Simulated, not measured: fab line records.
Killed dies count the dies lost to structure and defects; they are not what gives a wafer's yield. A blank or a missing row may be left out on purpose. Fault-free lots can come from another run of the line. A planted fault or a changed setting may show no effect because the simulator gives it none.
Lot-split experiment -- flow berkeley cmos170 -- on a route of 331 steps: 5 lots, 23 wafers read

THE SPLIT ITSELF
At UCB170_V2_CVD_00 (deposits SiO2 from TEOS/O2, target thk 2000 nm, time 250 s), the setting time s was moved away from the recipe's 250 s on 9 of the 23 wafers read, by -4.8% to +12.2%. The other wafers ran this setting at the recipe's value.

There is no step in the file separating the split from the reading.

THE READING
V2_TEOS_THK at UCB170_V2_THK_MEAS_01, in nm. A value of 2003 nm with a standard deviation of 25 nm is what fault-free wafers of this fab line usually give.

wafer,"tool, chamber at the split","time s as run, s",against the recipe,"V2_TEOS_THK, nm",against lot-mates on the recipe
L076.1,"pecvd-01, 2",238.1,-4.8%,1878,-127
L076.2,"pecvd-01, 0",238.1,-4.8%,1908,-97
L076.3,"pecvd-01, 1",250,recipe,1973,-
L076.4,"pecvd-01, 1",238.1,-4.8%,1895,-110
L076.5,"pecvd-01, 0",250,recipe,2037,-
L080.2,"pecvd-04, 0",250,recipe,1972,-
L080.3,"pecvd-04, 1",250,recipe,1987,-
L080.6,"pecvd-04, 1",250,recipe,2029,-
L081.1,"pecvd-04, 0,2",250,recipe,1997,-
L081.3,"pecvd-04, 1",262.1,+4.8%,2105,+108
L081.4,"pecvd-04, 0,2",250,recipe,1998,-
L081.5,"pecvd-04, 0",250,recipe,1996,-
L081.6,"pecvd-04, 1",262.1,+4.8%,2128,+131
L085.1,"pecvd-01, 1",250,recipe,1969,-
L085.2,"pecvd-01, 2",250,recipe,1972,-
L085.3,"pecvd-01, 0",274.4,+9.8%,2160,+183
L085.4,"pecvd-01, 2",274.4,+9.8%,2171,+194
L085.6,"pecvd-01, 0",250,recipe,1990,-
L084.1,"pecvd-04, 0",280.4,+12.2%,2253,+238
L084.2,"pecvd-04, 2",250,recipe,1985,-
L084.3,"pecvd-04, 1",250,recipe,2016,-
L084.4,"pecvd-04, 2",280.4,+12.2%,2263,+248
L084.6,"pecvd-04, 0",250,recipe,2043,-
Rows listing several chambers each stand for several wafers; the file does not say which wafer went through which chamber.

THE FIT
A straight line over all 23 wafers: V2_TEOS_THK changes by +20.4 nm for each +1% of time s; r = +0.97; the points scatter about the line by 24 nm.
The same after taking each lot's own level away (the mean of its wafers on the recipe; 23 wafers): +20.7 nm for each +1%; r = +0.98; scatter 20 nm.
The reading moves by 2.5e+02 nm for the largest change in time s, on that fit.
From 1977.0 to 2014.7 nm: that is the span of the lots' own levels, equal to 1.5 times the standard deviation above.
The two slopes agree, so the slope changes little with the lot-to-lot level.
Check: for one of the wafers moved furthest among these (+12.2%), held out of the fit, the line's prediction against its lot-mates is +253 nm. Against them it came out at +238 nm.

THESE WAFERS: OTHER SPLITS
Before the reading, these wafers also passed through other splits. Each is held against what the fit with the lots' levels taken away leaves over:
other split on the same wafers,wafers away from the commonest value,r with V2_TEOS_THK (lot level and that fit taken away)
UCB170_V1_ETCH_14 time s,11,-0.15

THE WHOLE CHAIN: every reading that the file lists as answering this split, in the file's order
step,what it does,reading,change (the file's fit),r (the file's)
UCB170_V2_CVD_00,"deposits SiO2 from TEOS/O2, target thk 2000 nm, time 250 s","SiO2_of_V2_CVD_00.thk nm (the simulator's own value, which no gauge read)",+20.4 nm for each +1% of the setting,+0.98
UCB170_V2_THK_MEAS_01,,V2_TEOS_THK,+20.4 for each +1% of the setting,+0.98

FILE'S OWN FIT
V2_TEOS_THK changes by +20.4 nm for each +1% of time s, r = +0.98.
